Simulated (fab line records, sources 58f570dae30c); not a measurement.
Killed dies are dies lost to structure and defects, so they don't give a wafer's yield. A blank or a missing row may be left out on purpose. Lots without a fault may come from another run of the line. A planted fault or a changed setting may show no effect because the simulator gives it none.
Split-lot experiment | flow berkeley_cmos170 | 5 lots, 23 wafers read, on a route of 331 steps

THE SPLIT
At UCB170_NLDD_IMPLANT_08, the setting energy_kev was moved away from the recipe's 30 on 11 of the 23 wafers read, by -4.3% to +3.6%. The other wafers ran this setting at the recipe's value.

The reading is taken at the split's own step.

THE READING
implant.drp_nm (the simulator's own value, which no gauge read), in nm, at UCB170_NLDD_IMPLANT_08. The file gives no usual value for it.

wafer  | tool, chamber at the split | energy_kev as run | against the recipe | implant.drp_nm, nm | against lot-mates on the recipe
L077.2 | implanter-04, 0            | 31.08             | +3.6%              | 9.863              | +0.252
L077.3 | implanter-04, 0            | 31.08             | +3.6%              | 9.863              | +0.252
L077.5 | implanter-04, 0            | 31.08             | +3.6%              | 9.863              | +0.252
L077.4 | implanter-04, 0            | 30                | recipe             | 9.611              | -
L077.6 | implanter-04, 0            | 30                | recipe             | 9.611              | -
L076.1 | implanter-02, 0            | 28.7              | -4.3%              | 9.306              | -0.305
L076.3 | implanter-02, 0            | 28.7              | -4.3%              | 9.306              | -0.305
L076.5 | implanter-02, 0            | 28.7              | -4.3%              | 9.306              | -0.305
L076.2 | implanter-02, 0            | 30                | recipe             | 9.611              | -
L076.4 | implanter-02, 0            | 30                | recipe             | 9.611              | -
L078.2 | implanter-04, 0            | 30                | recipe             | 9.611              | -
L078.5 | implanter-04, 0            | 30                | recipe             | 9.611              | -
L078.3 | implanter-04, 0            | 30.72             | +2.4%              | 9.779              | +0.168
L078.4 | implanter-04, 0            | 30.72             | +2.4%              | 9.779              | +0.168
L078.6 | implanter-04, 0            | 30.72             | +2.4%              | 9.779              | +0.168
L080.1 | implanter-04, 0            | 28.75             | -4.2%              | 9.318              | -0.293
L080.4 | implanter-04, 0            | 28.75             | -4.2%              | 9.318              | -0.293
L080.2 | implanter-04, 0            | 30                | recipe             | 9.611              | -
L080.3 | implanter-04, 0            | 30                | recipe             | 9.611              | -
L080.6 | implanter-04, 0            | 30                | recipe             | 9.611              | -
L081.2 | implanter-04, 0            | 30                | recipe             | 9.611              | -
L081.3 | implanter-04, 0            | 30                | recipe             | 9.611              | -
L081.6 | implanter-04, 0            | 30                | recipe             | 9.611              | -

THE FIT
A straight line over all 23 wafers: implant.drp_nm changes by +0.0702 nm for each +1% of energy_kev; r = +1.00; the points scatter about the line by 0.00034 nm.
The same after taking each lot's own level away (the mean of its wafers on the recipe; 23 wafers): +0.0702 nm for each +1%; r = +1.00; scatter 0.00034 nm.
On that fit, the largest move of energy_kev shifts the reading by 0.3 nm.
The lots' own levels span 9.6110 to 9.6110 nm.
So the lot-to-lot level changes the slope little: the two slopes agree.
Check: with one of the wafers moved furthest among these (-4.3%) left out of the fit, the line predicts -0.304 nm for it against its lot-mates. It came out at -0.305 nm against them.

OTHER SPLITS ON THESE WAFERS
These wafers also went through other splits before the reading. Each is held against what the fit with the lots' levels taken away leaves over:
other split on the same wafers     | wafers away from the commonest value | r with implant.drp_nm (lot level and that fit taken away)
UCB170_START_OXIDATION_02 temp_c   | 18                                   | -0.18
UCB170_NWELL_CVD_04 time_s         | 15                                   | -0.25
UCB170_NWELL_IMPLANT_14 energy_kev | 8                                    | -0.14
UCB170_ACTIVE_PEB_11 peb_temp_c    | 7                                    | +0.12
UCB170_SACOX_OXIDATION_01 temp_c   | 10                                   | +0.18
UCB170_NVT_IMPLANT_07 energy_kev   | 11                                   | +0.54
UCB170_PVT_IMPLANT_07 energy_kev   | 8                                    | -0.13
UCB170_PLDD_IMPLANT_09 dose_cm2    | 9                                    | -0.09

THE WHOLE CHAIN: every reading that the file lists as answering this split, in the file's order
step                   | what it does | reading                                                         | change (the file's fit)                | r (the file's)
UCB170_NLDD_IMPLANT_08 |              | implant.rp_nm (the simulator's own value, which no gauge read)  | +0.162 nm for each +1% of the setting  | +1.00
UCB170_NLDD_IMPLANT_08 |              | implant.drp_nm (the simulator's own value, which no gauge read) | +0.0702 nm for each +1% of the setting | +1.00

THE FILE'S OWN FIT
implant.drp_nm changes by +0.0702 nm for each +1% of energy_kev, r = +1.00.
